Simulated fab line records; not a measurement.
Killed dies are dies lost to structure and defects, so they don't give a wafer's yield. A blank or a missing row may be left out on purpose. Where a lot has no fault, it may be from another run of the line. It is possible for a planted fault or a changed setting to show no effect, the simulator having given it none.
Commonality check across tools + flow rit cmos + 15 lots and 45 wafers in the sample

WHY THIS WAS OPENED
Of 15 lots, 3 have the reading PWELL_TW flagged at RIT_PWELL_TW_MEAS_10. Fault-free wafers read 961, with a standard deviation of 5.9.
Rule: a lot gets a flag if all its wafers with a number sit over 4 standard deviations from that mean, or if no wafer of it has a number. The rest of the lots are taken to be sound.

| lot  | measured    | on            | PWELL_TW, wafer by wafer | flag    |
|------|-------------|---------------|--------------------------|---------|
| L645 | day 1 23:54 | film metro-04 | 952 957 959              |         |
| L646 | day 2 08:52 | film metro-04 | 957 962 954              |         |
| L647 | day 2 12:48 | film metro-04 | 963 960 965              |         |
| L648 | day 2 16:56 | film metro-04 | 962 961 961              |         |
| L649 | day 3 02:11 | film metro-02 | 956 959 961              |         |
| L650 | day 3 05:11 | film metro-04 | 967 964 968              |         |
| L651 | day 3 09:23 | film metro-04 | 2230 2233 2222           | FLAGGED |
| L652 | day 3 13:23 | film metro-02 | 2198 2193 2193           | FLAGGED |
| L653 | day 3 18:41 | film metro-04 | 2226 2223 2235           | FLAGGED |
| L661 | day 5 10:08 | film metro-02 | 955 957 954              |         |
| L663 | day 5 19:34 | film metro-04 | 960 960 964              |         |
| L664 | day 5 23:13 | film metro-02 | 954 953 960              |         |
| L665 | day 6 06:11 | film metro-04 | 962 967 960              |         |
| L666 | day 6 10:07 | film metro-04 | 967 967 959              |         |
| L667 | day 6 15:31 | film metro-02 | 953 960 952              |         |
Averaged over the flagged lots the numbers come to 2217, +1256 from the usual (+99 or more standard deviations).

WHICH TOOL RAN EACH LOT
The record keeps 1 process step preceding the reading, out of 202 steps on the route. Read each cell as the tool, then ch plus the chambers that the sampled wafers visited, then the start.
| lot  | flag    | RIT_NWELL_COAT_01                |
|------|---------|----------------------------------|
| L645 |         | litho track-01 ch 0, day 1 20:40 |
| L646 |         | litho track-02 ch 0, day 2 05:51 |
| L647 |         | litho track-02 ch 0, day 2 09:50 |
| L648 |         | litho track-01 ch 0, day 2 13:44 |
| L649 |         | litho track-02 ch 0, day 2 23:03 |
| L650 |         | litho track-02 ch 0, day 3 02:05 |
| L651 | FLAGGED | litho track-02, day 3 06:22      |
| L652 | FLAGGED | litho track-04, day 3 10:16      |
| L653 | FLAGGED | litho track-01, day 3 15:42      |
| L661 |         | litho track-04 ch 0, day 5 06:58 |
| L663 |         | litho track-04 ch 0, day 5 16:26 |
| L664 |         | litho track-04 ch 0, day 5 20:11 |
| L665 |         | litho track-02 ch 0, day 6 03:10 |
| L666 |         | litho track-01 ch 0, day 6 06:56 |
| L667 |         | litho track-02 ch 0, day 6 12:20 |
What these steps do:
- RIT_NWELL_COAT_01: resist thk 1300 nm.
- RIT_PWELL_TW_MEAS_10

FLAGGED AGAINST TOTAL, ONE TOOL AT A TIME (gauges that did the reading follow at the end)
| step                 | tool           | lots run | flagged | share of the flagged lots | sound lots run after its first flagged lot |
|----------------------|----------------|----------|---------|---------------------------|--------------------------------------------|
| RIT_NWELL_COAT_01    | litho track-01 | 4        | 1       | some                      | 1 (L666)                                   |
| RIT_NWELL_COAT_01    | litho track-02 | 7        | 1       | some                      | 2 (L665,L667)                              |
| RIT_NWELL_COAT_01    | litho track-04 | 4        | 1       | some                      | 3 (L661,L663,L664)                         |
| RIT_PWELL_TW_MEAS_10 | film metro-02  | 5        | 1       | some                      | 3 (L661,L664,L667)                         |
| RIT_PWELL_TW_MEAS_10 | film metro-04  | 10       | 2       | some                      | 3 (L663,L665,L666)                         |

THE TABLE: WHAT IT ALLOWS
No row of the table ran every flagged lot.

WHAT THE SIMULATOR HAD PUT IN
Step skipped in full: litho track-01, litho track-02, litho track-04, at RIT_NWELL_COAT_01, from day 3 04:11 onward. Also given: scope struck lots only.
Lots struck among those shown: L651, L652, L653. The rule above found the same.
